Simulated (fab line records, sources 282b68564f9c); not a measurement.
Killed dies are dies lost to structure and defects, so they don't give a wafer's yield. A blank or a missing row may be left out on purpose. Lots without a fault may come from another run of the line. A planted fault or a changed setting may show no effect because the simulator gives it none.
Which tool did it? | flow rit_cmos | 14 lots, 42 wafers sampled, at 2 steps of a route of 202

WHAT THE GAUGES READ, wafer by wafer
The record holds no reading of a measuring or inspecting step that can be judged against a usual standard deviation.

WHICH TOOL RAN EACH LOT (tool, then ch and the chambers of the sampled wafers, then the start)
lot  | RIT_ACTIVE_ETCH_13                | RIT_M1_PROBE_99
L904 | rie_diel-02 ch 0,1,2, day 1 15:23 | -
L905 | rie_diel-04 ch 1,2,3, day 1 19:56 | -
L906 | rie_diel-04 ch 0,1, day 2 01:55   | -
L907 | rie_diel-02 ch 1,3, day 2 05:54   | -
L908 | rie_diel-02 ch 0,2,3, day 2 10:43 | prober-01, day 4 06:58
L909 | rie_diel-02 ch 0,1,3, day 2 15:50 | -
L913 | rie_diel-04 ch 1,2,3, day 3 12:23 | -
L917 | rie_diel-04 ch 0,1, day 4 07:43   | -
L918 | rie_diel-04 ch 1,3, day 4 12:43   | -
L920 | rie_diel-02 ch 0,2,3, day 4 22:50 | -
L921 | rie_diel-02 ch 1,3, day 5 03:50   | -
L922 | rie_diel-03 ch 0,1,3, day 5 08:47 | -
L926 | rie_diel-03 ch 0,1,2, day 6 04:50 | -
L927 | rie_diel-03 ch 0,2,3, day 6 09:50 | prober-01, day 8 09:47
- RIT_ACTIVE_ETCH_13: etches Si3N4 in SF6, stops on SiO2, time 210 s, target depth 210 nm.
- RIT_M1_PROBE_99

WHAT THE TOOLS THEMSELVES READ (means of the sampled wafers that have a number; where no wafer has one, the mark that the record gives instead)
RIT_ACTIVE_ETCH_13. Usual: chamber_pressure_mTorr 260.01 mTorr, standard deviation 0.25; drypump_motor_current_A 5.7 A, standard deviation 0.4; oes_product_au 0.812 a.u., standard deviation 0.014; throttle_valve_pct 7.54 %, standard deviation 0.076.
lot  | tool        | chamber_pressure_mTorr (mTorr) | drypump_motor_current_A (A) | oes_product_au (a.u.) | throttle_valve_pct (%) | flag
L904 | rie_diel-02 | 260.37                         | 5.3                         | 0.811                 | 7.51                   |
L905 | rie_diel-04 | 260.11                         | 5.8                         | 0.807                 | 7.58                   |
L906 | rie_diel-04 | 260.02                         | 6.1                         | 0.807                 | 7.53                   |
L907 | rie_diel-02 | 259.93                         | 5.6                         | 0.821                 | 7.58                   |
L908 | rie_diel-02 | 260.02                         | 5.6                         | 0.812                 | 7.58                   |
L909 | rie_diel-02 | 259.84                         | 5.4                         | 0.810                 | 7.56                   |
L913 | rie_diel-04 | 259.91                         | 5.8                         | 0.814                 | 7.59                   |
L917 | rie_diel-04 | 260.01                         | 5.9                         | 0.748                 | 7.49                   | OFF
L918 | rie_diel-04 | 260.11                         | 5.6                         | 0.753                 | 7.52                   | OFF
L920 | rie_diel-02 | 260.09                         | 5.6                         | 0.813                 | 7.57                   |
L921 | rie_diel-02 | 259.98                         | 5.6                         | 0.829                 | 7.59                   |
L922 | rie_diel-03 | 259.78                         | 5.8                         | 0.802                 | 7.49                   |
L926 | rie_diel-03 | 260.00                         | 5.8                         | 0.814                 | 7.51                   |
L927 | rie_diel-03 | 259.80                         | 5.7                         | 0.823                 | 7.51                   |

RIT_M1_PROBE_99. Usual: killed_at_contacts 0.1, standard deviation 0.24; killed_at_front_end 7, standard deviation 3; killed_dies 7, standard deviation 3; killed_open 3.2, standard deviation 1.8; killed_short 3.5, standard deviation 2.1.
lot  | tool      | killed_at_contacts | killed_at_front_end | killed_dies | killed_open | killed_short | flag
L908 | prober-01 | 0.0                | 7                   | 7           | 5.0         | 2.3          |
L927 | prober-01 | 0.0                | 5                   | 5           | 2.7         | 2.0          |

THE ANSWER, worked out from the rows above alone
Rule: a lot is off if the mean of its wafers that have a number lies more than 3 standard deviations from the usual mean. A lot without any number at a reading at which 4 lots or more have one is off too. The other lots that the step has rows for count as sound. The gauges are gone through in route order, then the tools' own readings, and for those a lot's mean is taken as printed above. The first step at which some lot is off is used, and at that step the reading that is off furthest; a lot without a number counts as furthest.
Off: L917, L918, at RIT_ACTIVE_ETCH_13 (oes_product_au).
A tool fits if, at that step or a process step before it, it ran every lot that is off, and no sound lot after the first of them. One fits: rie_diel-04 at RIT_ACTIVE_ETCH_13. Its last sound lot is L913 (day 3 12:23), its first lot that is off L917 (day 4 07:43): a fault that began between those two fits.
The tool's own readings at RIT_ACTIVE_ETCH_13 bear it out: on the lots that are off they differ by more than 5 times the standard deviation of the sound lots' means. oes_product_au reads 0.750 a.u. there against 0.814 a.u. on the sound lots.

WHAT THE SIMULATOR HAD PUT IN
Process parameter drift: rie_diel-04, from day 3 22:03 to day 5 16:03, at RIT_ACTIVE_ETCH_13. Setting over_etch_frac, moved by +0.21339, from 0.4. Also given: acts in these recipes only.
Lots struck among those shown: L917, L918. The rule above found the same.
